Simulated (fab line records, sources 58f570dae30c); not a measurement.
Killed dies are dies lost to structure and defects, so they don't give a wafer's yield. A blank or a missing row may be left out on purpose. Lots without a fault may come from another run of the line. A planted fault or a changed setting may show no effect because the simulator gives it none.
fab line records | flow berkeley_cmos170
record lots=15 wafers=45 last_day=14
route steps=331 shown PLDD@150
lots that met no fault: from a run of the same line without faults
start_h: hours from the record's first day to the start of the lot's first wafer shown | wait_h: hours since the lot's step before | " the same as in the row above | L1.1+2: a row that stands for several wafers | - no value, or no start given | * or withheld: withheld | < > ~ a bound
route shown NAME@n: a module of which the file shows steps, and the number in the route of the first | usual: mean/standard deviation of fault-free wafers | same: alike in all rows | chamber/n: place in a boat | sites: the reading at each site | _std_site: their standard deviation | _edge_site: outer sites' mean less inner sites' | radius_mm: how far each site lies from the wafer's centre | mask NAME#n: copy n | behind: the tool/chamber that last shaped the wafer | hold: why the lot was held/for how many hours/how that ended | device: the transistor (n, p or np) that didn't switch | end of line: the same wafers' tests at the end of the route | a step without rows: its recipe alone | killed: dies lost to structure and defects at the first sort, not the wafer's yield | map: a wafer's dies, x killed, . not, _ none there
set.NAME: the setting as run; set.NAME@STEP: as run at that earlier step | model.NAME: the simulator's own value behind a step, which no gauge read
steps of the route over a sample of lots; a table a step, a row a wafer
## steps
# step UCB170_PLDD_DEVELOP_05
# recipe developer=TMAH develop_time_s=45 resist=KrF dev_temp_c=21
# usual chill_plate_temp_C=23.02/0.11 develop_time_s=45/0
# columns lot.wafer tool chamber start_h wait_h chill_plate_temp_C develop_time_s
L989.1 litho_track-03 0 137 - 23.04 45
L989.2 " 0 " " 22.81 45
L989.3 " 0 " " 23.02 45
L991.2 litho_track-03 0 179 - 23.14 45
L991.4 " 0 " " 23.07 45
L991.5 " 0 " " 23.11 45
L992.2 litho_track-01 0 179 - 22.95 45
L992.4 " 0 " " 22.97 45
L992.5 " 0 " " 23.04 45
L997.3 litho_track-04 - 202 - - -
L997.4 " - " " - -
L997.6 " - " " - -
L999.1 litho_track-04 - 213 - - -
L999.2 " - " " - -
L999.5 " - " " - -
L100.2 litho_track-03 - 213 - - -
L100.3 " - " " - -
L100.4 " - " " - -
L102.1 litho_track-03 0 213 - 23.03 45
L102.3 " 0 " " 23.07 45
L102.4 " 0 " " 23.03 45
L105.1 litho_track-03 0 237 - 23.03 45
L105.3 " 0 " " 22.96 45
L105.4 " 0 " " 23.07 45
L104.3 litho_track-01 0 238 - 23.20 45
L104.4 " 0 " " 22.94 45
L104.5 " 0 " " 23.15 45
L107.3 litho_track-01 0 245 - 23.09 45
L107.4 " 0 " " 23.19 45
L107.6 " 0 " " 23.03 45
L106.1 litho_track-03 0 246 - 23.13 45
L106.2 " 0 " " 22.96 45
L106.4 " 0 " " 23.08 45
L108.2 litho_track-03 0 253 - 23.05 45
L108.5 " 0 " " 22.97 45
L108.6 " 0 " " 23.04 45
L111.1 litho_track-03 0 267 - 23.07 45
L111.2 " 0 " " 22.96 45
L111.6 " 0 " " 23.11 45
L110.3 litho_track-01 0 268 - 22.88 45
L110.4 " 0 " " 23.24 45
L110.5 " 0 " " 22.89 45
L112.1 litho_track-01 0 288 - 23.01 45
L112.4 " 0 " " 23.11 45
L112.5 " 0 " " 23.16 45
## key
first_sign step=UCB170_PLDD_DEVELOP_05 reading=tool_record direction=missing
effect none on later readings
met_at UCB170_PLDD_DEVELOP_05
struck_lots L997,L999,L100
sort_left_out L997.3,L997.4,L997.6,L999.1,L999.2,L999.5,L100.2,L100.3,L100.4
tester_left_out L997,L999,L100
fault kind=skipped_step_whole tool=litho_track-03,litho_track-04 chamber=- onset_h=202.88 steps=UCB170_PLDD_DEVELOP_05 scope=struck_lots_only
# tester_left_out: of these lots the tester's yield and bins aren't shown, on N5 and GAA mostly nor the transistor test; their killed dies are dies lost to structure and defects alone, not to doping, threshold or leakage, so they don't give the yield
# sort_left_out: the simulated sort isn't trusted on such a fault, so these wafers' sort isn't shown, and their yield isn't known
